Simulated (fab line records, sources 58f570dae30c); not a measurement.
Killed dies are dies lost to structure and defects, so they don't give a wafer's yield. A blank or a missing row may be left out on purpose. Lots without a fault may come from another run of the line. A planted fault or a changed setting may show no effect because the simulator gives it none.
Problem report in the 8D (eight disciplines) form, filled by code | flow berkeley_cmos170 | the parts of the form that need people (team, actions taken, sign-off) are left out

1. THE PROBLEM
PWELL_TW at UCB170_PWELL_TW_MEAS_17 reads a mean of 404 on 6 wafers of 2 lots; wafers without a fault read 377 with a standard deviation of 3.5. That is +7.8 standard deviations from the usual mean.
First seen on wafer L223.2, day 7 07:03, on film_metro-02. The record holds 42 wafers of 14 lots with a number at this step. Rule for "out", or "out of limits": more than 4 standard deviations from the usual mean. The other wafers with a number count as sound.

2. WHAT IT IS AND WHAT IT IS NOT
question                    | is                           | is not
which readings at this step | PWELL_TW                     | -
which lots                  | L223, L227                   | L208, L209, L210, L211, L213, L216, L217, L218, L219, L220, L228, L230
which wafers of those lots  | all that have a number       | -
read on which gauges        | film_metro-02, film_metro-04 | film_metro-01
when                        | from day 7 07:03             | up to then (30 sound wafers); but 6 sound wafers of L228, L230 came after

3. SUSPECTS, AND WHAT RULES EACH OUT
Counting: a tool at a process step up to the reading stays a suspect if it ran every lot that is out and no sound lot after the first of them.
- the gauge at UCB170_PWELL_TW_MEAS_17: ruled out. The wafers that are out were read on 2 gauges (film_metro-02, film_metro-04).
- implanter-03 at UCB170_PWELL_IMPLANT_15: kept. It ran every lot that is out, first L223 (day 7 06:49), and no sound lot after that; its last sound lot up to then is L218 (day 5 20:17). Its own readings are out on those wafers: beam_on_s, faraday_current_uA.
Left after counting: implanter-03 at UCB170_PWELL_IMPLANT_15.

4. THE CAUSE (what the simulator had put in)
Process parameter drift: implanter-03, from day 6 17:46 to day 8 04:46, at UCB170_PWELL_IMPLANT_15. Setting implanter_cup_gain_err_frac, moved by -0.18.
Counting left only this tool.

5. THE CHAIN OF EFFECTS, in route order
Each row: a reading whose mean over the struck wafers that have a number lies more than 3 standard deviations from the usual. Only readings for which the record gives a usual standard deviation are gone through. hours: the time from each lot's start at the first step in this table that gives one to its start at this step, as a median over the lots. sigmas: the change in usual standard deviations.
hours | step                    | reading            | usual  | on struck wafers | change | sigmas
0     | UCB170_PWELL_IMPLANT_15 | beam_on_s          | 9.97 s | 12.25            | +2.28  | +11
0     | UCB170_PWELL_IMPLANT_15 | faraday_current_uA | 15.9   | 12.9             | -3.0   | -9.5
0     | UCB170_PWELL_TW_MEAS_17 | PWELL_TW           | 377    | 404              | +27    | +7.8
The process steps in it:
- UCB170_PWELL_IMPLANT_15
Later measuring or inspecting steps at which every struck wafer that the step has a row for has a number for every such reading, and none has moved that far: UCB170_NSD_CD_MEAS_06, UCB170_SILICIDE_RS_MEAS_02.

6. WHAT WOULD HAVE CAUGHT IT SOONER
In this record the first reading out of limits at a measuring or inspecting step was taken at day 7 07:03, 13 hours after the fault began at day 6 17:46.
The tool's own readings at UCB170_PWELL_IMPLANT_15 were out on every struck wafer that the step has a row for (beam_on_s, faraday_current_uA): an alarm limit on them would have fired on the first of those.
Of the lots that are out (2), L227 began UCB170_PWELL_IMPLANT_15 on implanter-03 after day 7 07:03. A hold on the tool at that time would have spared it.
